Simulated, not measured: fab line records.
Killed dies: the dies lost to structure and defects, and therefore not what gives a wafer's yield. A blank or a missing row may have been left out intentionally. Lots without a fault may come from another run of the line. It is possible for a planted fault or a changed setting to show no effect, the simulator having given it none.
fab line records ; flow rit-cmos
record: lots: 13; wafers: 39; last-day: 7
route steps=202 shown NWELL@37 PWELL@48 GATE@85 M1@202
lots that met no fault: taken from a fault-free run of the same line
start-h: start of the lot's first displayed wafer, in hours after the record's first day ; wait-h: how many hours have passed since the lot's step before this one ; " unchanged from the row above ; L1.1+2: a single row standing in for several wafers ; - no value, or no start given ; * or withheld: withheld ; < > ~ a bound
route shown NAME@n: NAME is a module with steps in the file, n the number in the route of the first one ; usual: the fault-free wafers' mean and standard deviation ; same: alike in all rows ; chamber/n: place in a boat ; sites: per-site readings ; _std_site: standard deviation across them ; _edge_site: inner sites' mean taken away from outer sites' mean ; radius-mm: for every site, how far away it sits from the centre of the wafer ; mask NAME#n: copy n ; behind: tool/chamber where the wafer was last shaped ; hold: cause of the lot's hold/its duration in hours/its outcome ; device: the transistor (n, p or np) that didn't switch ; end of line: the tests these same wafers got at the end of their route ; step lacking rows: just its recipe ; killed: count of dies lost to structure and defects at first sort (not the wafer's yield) ; map: dies across one wafer; x = killed, . = not, _ = none there
set.NAME: the run value of the setting; set.NAME@STEP: its run value at that earlier step ; model.NAME: the simulator's own value behind a step, which no gauge read
one table for each step of the route and one row for each wafer, over a sample of lots
services: from which hour (start-h, from the record's first day; less than 0 if before it) a tool's chamber was out of use, for how many hours, and why
== steps ==
step: RIT_NWELL_STRIP_09
recipe: chemistry: O2; time-s: 180; resist: NOVOLAK; platen-temp-c: withheld; power-w: 500; pressure-mtorr: 4000; o2-flow-sccm: 4000
usual: drypump-motor-current-A: 5.7/0.61
lot.wafer;tool;chamber;start-h;wait-h;drypump-motor-current-A;rf-hours-counter-h
L596.2;plasma-asher-01;0;21.66;0.1;6.5;35
L596.3;plasma-asher-01;0;21.66;0.1;6.5;-
L596.5;plasma-asher-01;0;21.66;0.1;6.5;-
L597.4;plasma-asher-04;0;30.06;0.1;6.0;-
L597.5;plasma-asher-04;1;30.06;0.1;5.3;-
L597.6;plasma-asher-04;0;30.06;0.1;6.0;-
L598.2;plasma-asher-01;0;31.32;0.1;6.5;36
L598.5;plasma-asher-01;0;31.32;0.1;6.5;-
L598.6;plasma-asher-01;1;31.32;0.1;5.0;-
L599.1;plasma-asher-01;0;35.93;0.1;6.5;36
L599.4;plasma-asher-01;0;35.93;0.1;6.5;-
L599.5;plasma-asher-01;1;35.93;0.1;5.0;-
L600.1;plasma-asher-04;0;44.05;0.1;6.0;41
L600.2;plasma-asher-04;1;44.05;0.1;5.3;41
L600.5;plasma-asher-04;1;44.05;0.1;5.3;-
L602.2;plasma-asher-04;0;50.75;0.1;6.0;42
L602.4;plasma-asher-04;1;50.75;0.1;5.3;-
L602.6;plasma-asher-04;1;50.75;0.1;5.3;-
L606.1;plasma-asher-02;1;72.12;0.1;4.9;44
L606.3;plasma-asher-02;0;72.12;0.1;6.2;-
L606.4;plasma-asher-02;1;72.12;0.1;4.9;-
L608.1;plasma-asher-04;1;81.02;0.1;5.3;45
L608.3;plasma-asher-04;1;81.02;0.1;5.3;-
L608.6;plasma-asher-04;0;81.02;0.1;6.0;-
L611.2;plasma-asher-01;0;98.34;0.1;6.5;43
L611.3;plasma-asher-01;1;98.34;0.1;5.0;-
L611.4;plasma-asher-01;0;98.34;0.1;6.5;-
L613.1;plasma-asher-02;0;107.63;0.1;6.2;48
L613.5;plasma-asher-02;1;107.63;0.1;4.9;-
L613.6;plasma-asher-02;0;107.63;0.1;6.2;-
L615.2;plasma-asher-01;0;116.15;0.1;6.6;45
L615.3;plasma-asher-01;1;116.15;0.1;5.0;-
L615.6;plasma-asher-01;0;116.15;0.1;6.6;-
L617.1;plasma-asher-04;0;127.33;0.1;6.0;51
L617.2;plasma-asher-04;1;127.33;0.1;5.3;51
L617.4;plasma-asher-04;0;127.33;0.1;6.0;-
L619.3;plasma-asher-04;1;138.12;0.1;5.3;-
L619.5;plasma-asher-04;0;138.12;0.1;6.0;-
L619.6;plasma-asher-04;1;138.12;0.1;5.3;-
step: RIT_PWELL_STRIP_09
recipe: chemistry: O2; time-s: 180; resist: NOVOLAK; platen-temp-c: withheld; power-w: 500; pressure-mtorr: 4000; o2-flow-sccm: 4000
usual: drypump-motor-current-A: 5.6/0.38
lot.wafer;tool;chamber;start-h;wait-h;drypump-motor-current-A;rf-hours-counter-h
L596.2;plasma-asher-03;0;23.31;0.1;5.5;25
L596.3;plasma-asher-03;0;23.31;0.1;5.5;-
L596.5;plasma-asher-03;1;23.31;0.1;5.4;-
L597.4;plasma-asher-03;0;31.73;0.1;5.5;-
L597.5;plasma-asher-03;1;31.73;0.1;5.5;-
L597.6;plasma-asher-03;0;31.73;0.1;5.6;-
L598.2;plasma-asher-04;1;33.00;0.1;5.3;40
L598.5;plasma-asher-04;0;33.00;0.1;6.0;-
L598.6;plasma-asher-04;1;33.00;0.1;5.3;-
L599.1;plasma-asher-04;0;37.78;0.1;6.0;41
L599.4;plasma-asher-04;1;37.78;0.1;5.3;-
L599.5;plasma-asher-04;0;37.78;0.1;6.0;-
L600.1;plasma-asher-03;0;45.89;0.1;5.5;27
L600.2;plasma-asher-03;1;45.89;0.1;5.5;27
L600.5;plasma-asher-03;1;45.89;0.1;5.5;-
L602.2;plasma-asher-03;1;52.60;0.1;5.5;28
L602.4;plasma-asher-03;0;52.60;0.1;5.5;-
L602.6;plasma-asher-03;1;52.60;0.1;5.5;-
L606.1;plasma-asher-04;1;73.80;0.1;5.3;44
L606.3;plasma-asher-04;1;73.80;0.1;5.4;-
L606.4;plasma-asher-04;0;73.80;0.1;6.0;-
L608.1;plasma-asher-03;0;82.57;0.1;5.5;31
L608.3;plasma-asher-03;1;82.57;0.1;5.4;-
L608.6;plasma-asher-03;0;82.57;0.1;5.5;-
L611.2;plasma-asher-03;1;100.02;0.1;5.4;33
L611.3;plasma-asher-03;1;100.02;0.1;5.5;-
L611.4;plasma-asher-03;0;100.02;0.1;5.6;-
L613.1;plasma-asher-03;0;109.18;0.1;5.5;34
L613.5;plasma-asher-03;1;109.18;0.1;5.5;-
L613.6;plasma-asher-03;0;109.18;0.1;5.6;-
L615.2;plasma-asher-03;0;117.83;0.1;5.5;35
L615.3;plasma-asher-03;1;117.83;0.1;5.5;-
L615.6;plasma-asher-03;0;117.83;0.1;5.5;-
L617.1;plasma-asher-04;1;128.88;0.1;5.4;51
L617.2;plasma-asher-04;0;128.88;0.1;6.0;51
L617.4;plasma-asher-04;0;128.88;0.1;6.0;-
L619.3;plasma-asher-01;1;139.67;0.1;5.0;-
L619.5;plasma-asher-01;1;139.67;0.1;5.0;-
L619.6;plasma-asher-01;0;139.67;0.1;6.5;-
step: RIT_GATE_THK_MEAS_09
recipe: reads: poly-Si_of_GATE_CVD_08
usual: GATE_POLY_THK: 249.9/2.7
lot.wafer;tool;chamber;start-h;wait-h;GATE_POLY_THK[nm]
L596.2;film-metro-01;-;36.01;0.0;249.9
L596.3;film-metro-01;-;36.01;0.0;250.4
L596.5;film-metro-01;-;36.01;0.0;251.0
L597.4;film-metro-03;-;45.09;0.0;248.2
L597.5;film-metro-03;-;45.09;0.0;247.5
L597.6;film-metro-03;-;45.09;0.0;247.6
L598.2;film-metro-01;-;50.44;0.0;253.6
L598.5;film-metro-01;-;50.44;0.0;253.2
L598.6;film-metro-01;-;50.44;0.0;252.6
L599.1;film-metro-03;-;50.96;0.0;251.2
L599.4;film-metro-03;-;50.96;0.0;249.0
L599.5;film-metro-03;-;50.96;0.0;250.0
L600.1;film-metro-01;-;62.91;0.0;252.2
L600.2;film-metro-01;-;62.91;0.0;252.0
L600.5;film-metro-01;-;62.91;0.0;252.7
L602.2;film-metro-01;-;64.80;0.0;253.1
L602.4;film-metro-01;-;64.80;0.0;252.8
L602.6;film-metro-01;-;64.80;0.0;251.1
L606.1;film-metro-02;-;86.87;0.0;248.8
L606.3;film-metro-02;-;86.87;0.0;250.3
L606.4;film-metro-02;-;86.87;0.0;250.4
L608.1;film-metro-01;-;97.77;0.0;250.2
L608.3;film-metro-01;-;97.77;0.0;251.8
L608.6;film-metro-01;-;97.77;0.0;251.5
L611.2;film-metro-01;-;113.90;0.0;247.5
L611.3;film-metro-01;-;113.90;0.0;248.5
L611.4;film-metro-01;-;113.90;0.0;245.3
L613.1;film-metro-02;-;121.52;0.0;254.3
L613.5;film-metro-02;-;121.52;0.0;253.6
L613.6;film-metro-02;-;121.52;0.0;252.5
L615.2;film-metro-03;-;133.72;0.0;252.8
L615.3;film-metro-03;-;133.72;0.0;251.1
L615.6;film-metro-03;-;133.72;0.0;252.3
L617.1;film-metro-02;-;141.72;0.0;246.8
L617.2;film-metro-02;-;141.72;0.0;246.5
L617.4;film-metro-02;-;141.72;0.0;247.7
L619.3;film-metro-01;-;151.90;0.0;242.4
L619.5;film-metro-01;-;151.90;0.0;244.5
L619.6;film-metro-01;-;151.90;0.0;242.2
step: RIT_GATE_ETCH_19
recipe: chemistry: SF6/CHF3/O2; time-s: 165; SF6_flow_sccm: 30; CHF3_flow_sccm: 30; O2_flow_sccm: 5; target: poly-Si; pressure-mtorr: 40; rf-w: 160; target-depth-a: 3125; over-etch-frac: 0.25; stop-on: SiO2
usual: drypump-motor-current-A: 5.8/0.48; oes-product-au: 0.851/0.012; throttle-valve-pct: 10.18/0.17
lot.wafer;tool;chamber;start-h;wait-h;drypump-motor-current-A;oes-product-au;rf-hours-counter-h;throttle-valve-pct
L596.2;rie-si-01;3;37.35;0.1;5.9;0.868;138;10.13
L596.3;rie-si-01;0;37.35;0.1;5.7;0.855;0;10.09
L596.5;rie-si-01;3;37.35;0.1;5.9;0.867;-;10.14
L597.4;rie-si-02;0;46.43;0.1;6.7;0.837;65;10.09
L597.5;rie-si-02;0;46.43;0.1;6.7;0.835;-;10.08
L597.6;rie-si-02;3;46.43;0.1;5.6;0.840;-;10.15
L598.2;rie-si-01;1;52.14;0.1;5.6;0.864;1;10.63
L598.5;rie-si-01;3;52.14;0.1;5.9;0.878;-;10.14
L598.6;rie-si-01;0;52.14;0.1;5.7;0.860;-;10.08
L599.1;rie-si-02;0;52.54;0.1;6.7;0.848;65;10.08
L599.4;rie-si-02;3;52.54;0.1;5.6;0.839;1;10.16
L599.5;rie-si-02;2;52.54;0.1;5.6;0.844;-;10.03
L600.1;rie-si-01;3;64.37;0.1;5.9;0.870;138;10.14
L600.2;rie-si-01;2;64.37;0.1;4.9;0.839;76;10.34
L600.5;rie-si-01;1;64.37;0.1;5.6;0.863;-;10.61
L602.2;rie-si-01;0;66.01;0.1;5.7;0.864;0;10.07
L602.4;rie-si-01;2;66.01;0.1;4.9;0.852;76;10.36
L602.6;rie-si-01;2;66.01;0.1;4.9;0.848;-;10.34
L606.1;rie-si-01;3;88.23;0.1;5.9;0.950;138;10.14
L606.3;rie-si-01;1;88.23;0.1;5.6;0.948;1;10.59
L606.4;rie-si-01;0;88.23;0.1;5.7;0.939;1;10.09
L608.1;rie-si-01;3;99.23;0.1;5.9;0.955;138;10.13
L608.3;rie-si-01;1;99.23;0.1;5.5;0.937;1;10.61
L608.6;rie-si-01;1;99.23;0.1;5.6;0.953;-;10.62
L611.2;rie-si-02;3;115.18;0.1;5.6;0.838;2;10.15
L611.3;rie-si-02;1;115.18;0.1;5.9;0.847;137;10.08
L611.4;rie-si-02;2;115.18;0.1;5.5;0.843;100;10.03
L613.1;rie-si-02;3;122.86;0.1;5.6;0.851;2;10.16
L613.5;rie-si-02;0;122.86;0.1;6.7;0.855;-;10.08
L613.6;rie-si-02;1;122.86;0.1;5.9;0.856;-;10.09
L615.2;rie-si-02;3;134.93;0.1;5.6;0.842;2;10.15
L615.3;rie-si-02;0;134.93;0.1;6.7;0.842;66;10.07
L615.6;rie-si-02;2;134.93;0.1;5.6;0.847;-;10.03
L617.1;rie-si-02;1;142.93;0.1;5.9;0.848;137;10.08
L617.2;rie-si-02;0;142.93;0.1;6.7;0.835;66;10.07
L617.4;rie-si-02;3;142.93;0.1;5.6;0.835;2;10.15
L619.3;rie-si-02;0;153.22;0.1;6.7;0.827;66;10.09
L619.5;rie-si-02;0;153.22;0.1;6.7;0.826;-;10.10
L619.6;rie-si-02;1;153.22;0.1;5.9;0.841;-;10.08
step: RIT_M1_PROBE_99
usual: killed_at_M0_to_M3: 0.0/0.12; killed-at-front-end: 7/3.1; killed-dies: 7/3.1; killed-open: 3.5/2.2; killed-short: 3.3/1.9
same: gross-dies: 264; killed_at_M4_up: 0; killed-at-back-side: 0; killed-at-contacts: 0; killed-at-other: 0
lot.wafer;tool;chamber;start-h;wait-h;killed_at_M0_to_M3;killed-at-front-end;killed-dies;killed-open;killed-short
L596.2;prober-02;-;60.38;0.1;0;9;9;3;6
L596.3;prober-02;-;60.43;0.2;0;5;5;4;1
L596.5;prober-02;-;60.53;0.2;0;7;7;4;3
L597.4;prober-01;-;66.61;0.2;0;4;4;2;2
L597.5;prober-01;-;66.66;0.2;0;2;2;0;2
L597.6;prober-01;-;66.71;0.2;0;8;8;5;3
L598.2;prober-02;-;72.49;0.1;0;7;7;2;5
L598.5;prober-02;-;72.64;0.2;0;9;9;3;6
L598.6;prober-02;-;72.69;0.2;0;9;9;2;7
L599.1;prober-01;-;73.02;0.1;0;6;6;3;3
L599.4;prober-01;-;73.17;0.2;0;5;5;2;3
L599.5;prober-01;-;73.22;0.2;0;5;5;4;1
L600.1;prober-01;-;86.27;0.1;0;1;1;1;0
L600.2;prober-01;-;86.32;0.1;0;2;2;1;1
L600.5;prober-01;-;86.47;0.2;0;6;6;3;3
L602.2;prober-01;-;88.68;0.1;0;13;13;11;2
L602.4;prober-01;-;88.78;0.2;0;3;3;3;0
L602.6;prober-01;-;88.88;0.2;0;10;10;4;6
L606.1;prober-01;-;108.51;0.1;0;6;6;5;1
L606.3;prober-01;-;108.61;0.2;0;4;4;2;2
L606.4;prober-01;-;108.66;0.2;0;10;10;6;4
L608.1;prober-01;-;119.40;0.1;0;7;7;4;3
L608.3;prober-01;-;119.50;0.2;0;7;7;3;4
L608.6;prober-01;-;119.65;0.2;0;7;7;2;5
L611.2;prober-02;-;135.18;0.1;0;8;8;2;6
L611.3;prober-02;-;135.23;0.2;1;10;11;4;7
L611.4;prober-02;-;135.28;0.2;0;10;10;6;4
L613.1;prober-02;-;143.36;0.1;0;12;12;5;7
L613.5;prober-02;-;143.56;0.2;0;3;3;2;1
L613.6;prober-02;-;143.61;0.2;0;8;8;1;7
L615.2;prober-02;-;154.61;0.1;0;5;5;2;3
L615.3;prober-02;-;154.66;0.2;0;5;5;1;4
L615.6;prober-02;-;154.81;0.2;0;5;5;1;4
L617.1;prober-02;-;163.65;0.1;0;2;2;1;1
L617.2;prober-02;-;163.70;0.1;0;8;8;6;2
L617.4;prober-02;-;163.80;0.2;0;6;6;2;4
L619.3;prober-01;-;173.65;0.2;0;8;8;4;4
L619.5;prober-01;-;173.75;0.2;0;6;6;3;3
L619.6;prober-01;-;173.80;0.2;0;3;3;2;1
killed by level:class
L596.2 GATE:geometric-particle:short=2 GATE:geometric-particle:open=2 SILICIDE:geometric-particle:short=2 FOX2:geometric-particle:short=1 REOX:geometric-particle:short=1 SILICIDE:geometric-particle:open=1
L596.3 SILICIDE:geometric-particle:open=3 GATE:geometric-particle:open=1 SILICIDE:geometric-particle:short=1
L596.5 GATE:geometric-particle:open=3 GATE:geometric-particle:short=2 SILICIDE:geometric-particle:open=1 SILICIDE:geometric-particle:short=1
L597.4 GATE:geometric-particle:open=2 GATE:geometric-particle:short=2
L597.5 GATE:geometric-particle:short=2
L597.6 FOX1:geometric-particle:short=2 GATE:geometric-particle:open=2 FOX1:geometric-particle:open=1 FOX2:geometric-particle:open=1 GATE:geometric-particle:short=1 SPACER:geometric-particle:open=1
L598.2 SILICIDE:geometric-particle:short=3 FOX1:geometric-particle:short=1 GATE:geometric-particle:short=1 REOX:geometric-particle:open=1 SPACER:geometric-particle:open=1
L598.5 FOX1:geometric-particle:open=2 FOX1:geometric-particle:short=2 GATE:geometric-particle:short=2 ACTIVE:geometric-particle:short=1 GATE:geometric-particle:open=1 REOX:geometric-particle:short=1
L598.6 SILICIDE:geometric-particle:short=3 FOX1:geometric-particle:short=2 FOX1:geometric-particle:open=1 GATE:geometric-particle:open=1 GATE:geometric-particle:short=1 REOX:geometric-particle:short=1
L599.1 FOX1:geometric-particle:open=2 FOX1:geometric-particle:short=1 GATE:geometric-particle:short=1 GATE:geometric-particle:open=1 REOX:geometric-particle:short=1
L599.4 FOX1:geometric-particle:short=1 REOX:geometric-particle:open=1 SPACER:geometric-particle:short=1 SPACER:geometric-particle:open=1 SILICIDE:geometric-particle:short=1
L599.5 GATE:geometric-particle:open=2 FOX1:geometric-particle:open=1 GATE:geometric-particle:short=1 SPACER:geometric-particle:open=1
L600.1 GATE:geometric-particle:open=1
L600.2 GATE:geometric-particle:short=1 REOX:geometric-particle:open=1
L600.5 GATE:geometric-particle:short=2 FOX2:geometric-particle:short=1 FOX2:geometric-particle:open=1 GATE:geometric-particle:open=1 SILICIDE:geometric-particle:open=1
L602.2 GATE:geometric-particle:open=6 FOX2:geometric-particle:open=2 SILICIDE:geometric-particle:short=2 FOX1:geometric-particle:open=1 REOX:geometric-particle:open=1 SILICIDE:geometric-particle:open=1
L602.4 ACTIVE:geometric-particle:open=1 GATE:geometric-particle:open=1 SILICIDE:geometric-particle:open=1
L602.6 GATE:geometric-particle:short=4 FOX2:geometric-particle:open=2 GATE:geometric-particle:open=2 FOX1:geometric-particle:short=1 SPACER:geometric-particle:short=1
L606.1 FOX1:geometric-particle:open=1 FOX2:geometric-particle:open=1 GATE:geometric-particle:short=1 GATE:geometric-particle:open=1 REOX:geometric-particle:open=1 SILICIDE:geometric-particle:open=1
L606.3 FOX1:geometric-particle:open=1 GATE:geometric-particle:open=1 GATE:geometric-particle:short=1 REOX:geometric-particle:short=1
L606.4 GATE:geometric-particle:open=4 GATE:geometric-particle:short=2 FOX1:geometric-particle:short=1 REOX:geometric-particle:open=1 SPACER:geometric-particle:open=1 SPACER:geometric-particle:short=1
L608.1 FOX1:geometric-particle:open=3 ACTIVE:geometric-particle:short=1 FOX2:geometric-particle:short=1 SPACER:geometric-particle:open=1 SILICIDE:geometric-particle:short=1
L608.3 FOX1:geometric-particle:short=2 GATE:geometric-particle:short=2 FOX1:geometric-particle:open=1 REOX:geometric-particle:open=1 SILICIDE:geometric-particle:open=1
L608.6 FOX1:geometric-particle:open=1 FOX1:geometric-particle:short=1 FOX2:geometric-particle:short=1 REOX:geometric-particle:short=1 SPACER:geometric-particle:open=1 SPACER:geometric-particle:short=1 SILICIDE:geometric-particle:short=1
L611.2 GATE:geometric-particle:short=2 FOX1:geometric-particle:open=1 FOX1:geometric-particle:short=1 GATE:geometric-particle:open=1 REOX:geometric-particle:short=1 SPACER:geometric-particle:short=1 SILICIDE:geometric-particle:short=1
L611.3 GATE:geometric-particle:short=4 GATE:geometric-particle:open=2 FOX1:geometric-particle:short=1 FOX1:geometric-particle:open=1 FOX2:geometric-particle:short=1 SPACER:geometric-particle:open=1 M1:geometric-particle:short=1
L611.4 GATE:geometric-particle:short=2 GATE:geometric-particle:open=2 REOX:geometric-particle:open=2 FOX1:geometric-particle:open=1 FOX1:geometric-particle:short=1 SPACER:geometric-particle:short=1 SPACER:geometric-particle:open=1
L613.1 REOX:geometric-particle:short=4 GATE:geometric-particle:short=3 SILICIDE:geometric-particle:open=2 FOX1:geometric-particle:open=1 FOX2:geometric-particle:open=1 REOX:geometric-particle:open=1
L613.5 GATE:geometric-particle:open=2 REOX:geometric-particle:short=1
L613.6 GATE:geometric-particle:short=5 FOX1:geometric-particle:short=1 SILICIDE:geometric-particle:short=1 SILICIDE:geometric-particle:open=1
L615.2 SILICIDE:geometric-particle:short=2 REOX:geometric-particle:open=1 SPACER:geometric-particle:short=1 SILICIDE:geometric-particle:open=1
L615.3 FOX2:geometric-particle:short=1 GATE:geometric-particle:open=1 GATE:geometric-particle:short=1 SPACER:geometric-particle:short=1 SILICIDE:geometric-particle:short=1
L615.6 GATE:geometric-particle:short=2 SPACER:geometric-particle:short=2 SILICIDE:geometric-particle:open=1
L617.1 GATE:geometric-particle:open=1 GATE:geometric-particle:short=1
L617.2 FOX1:geometric-particle:open=2 GATE:geometric-particle:open=2 REOX:geometric-particle:open=2 FOX2:geometric-particle:short=1 REOX:geometric-particle:short=1
L617.4 GATE:geometric-particle:short=2 REOX:geometric-particle:short=2 REOX:geometric-particle:open=2
L619.3 GATE:geometric-particle:short=3 REOX:geometric-particle:open=2 FOX2:geometric-particle:short=1 GATE:geometric-particle:open=1 SILICIDE:geometric-particle:open=1
L619.5 FOX1:geometric-particle:open=2 FOX1:geometric-particle:short=1 GATE:geometric-particle:short=1 GATE:geometric-particle:open=1 REOX:geometric-particle:short=1
L619.6 FOX1:geometric-particle:open=1 FOX2:geometric-particle:open=1 SILICIDE:geometric-particle:short=1
== services ==
tool;chamber;start-h;hours;kind
rie-si-01;-;7.98;0.7;repair
rie-si-01;3;8.51;2.1;repair
plasma-asher-01;-;8.70;2.8;pm
plasma-asher-02;-;80.01;1.5;repair
plasma-asher-04;-;99.22;2.8;pm
plasma-asher-02;-;108.75;9.0;pm
plasma-asher-02;0;108.75;9.0;vent-cycle
plasma-asher-02;1;108.75;9.0;vent-cycle
plasma-asher-03;-;114.53;2.8;pm
plasma-asher-02;0;117.75;-;clean
plasma-asher-02;1;117.75;-;clean
plasma-asher-02;-;137.37;1.0;repair
plasma-asher-01;-;140.96;4.8;repair
== key ==
first-sign: step: RIT_GATE_ETCH_19; reading: oes-product-au; direction: up; sigmas: 8.3; usual: 0.851; struck: 0.947
effect none on later readings
met-at RIT_GATE_ETCH_19
struck-lots L606,L608
tester-left-out L606,L608
not-acting-at RIT_NWELL_STRIP_09,RIT_PWELL_STRIP_09,RIT_GATE_THK_MEAS_09
onset-between 66.01 88.23
fault: kind: process-parameter-drift; tool: rie-si-01; chamber: -; onset-h: 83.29; steps: RIT_GATE_ETCH_19; channel: target-depth-a; offset: -392.95; shape: step; end-h: 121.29; stated: 3125
tester-left-out: of these lots the tester's yield and bins aren't shown, on N5 and GAA mostly nor the transistor test; their killed dies are dies lost to structure and defects alone, not to doping, threshold or leakage, so they don't give the yield
